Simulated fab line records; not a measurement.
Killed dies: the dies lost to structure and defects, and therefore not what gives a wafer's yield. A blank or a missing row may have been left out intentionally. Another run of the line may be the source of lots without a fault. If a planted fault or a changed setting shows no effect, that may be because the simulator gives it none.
Matching of chambers -- flow berkeley cmos170 -- UCB170_V2_CMP_02 on cmp-02 has 4 sister chambers
The step polishes SiO2. 8 wafers are shown with their chamber, then 7 later ones without.

WAFERS, EACH WITH ITS CHAMBER
wafer,chamber,motor current A (A),platen rpm (rpm)
L399.5,3,14.3,60.00
L405.1,0,16.7,60.02
L405.2,3,14.9,59.98
L402.6,0,17.2,60.01
L404.5,2,16.8,60.09
L404.6,1,17.8,60.00
L407.1,1,18.2,59.99
L407.4,2,16.5,60.10

WAFERS WHOSE CHAMBER IS MISSING
wafer,motor current A (A),platen rpm (rpm)
L407.5,15.0,59.95
L408.2,17.2,60.00
L408.5,18.7,59.96
L408.6,15.8,60.01
L415.3,17.6,60.04
L415.4,14.7,59.94
L415.5,17.0,60.02

WHICH CHAMBER EACH WENT THROUGH
wafer,from the rows above,in truth
L407.5,3,3
L408.2,can't be placed: 0 or 1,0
L408.5,1,1
L408.6,can't be placed: 0 or 3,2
L415.3,can't be placed: 0 or 1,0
L415.4,3,3
L415.5,0,0
4 of 7 placed correctly. Not placeable from these rows: 3 (in 2, the candidates include the true chamber). Wrongly placed: 0.
How it was worked out, from the rows above alone: a wafer's distance from a chamber is the root of the sum, over the readings, of the square of ((its reading less the chamber's mean) divided by the reading's scatter). The wafer belongs to the nearest chamber; if the next one is less than 2 further off, it can't be placed. Each chamber's mean is taken over the wafers shown for it. How the scatter is found: for the shown wafers, subtract from each reading the mean of its chamber, square and add these, divide the total by (wafers less chambers), then take the root.
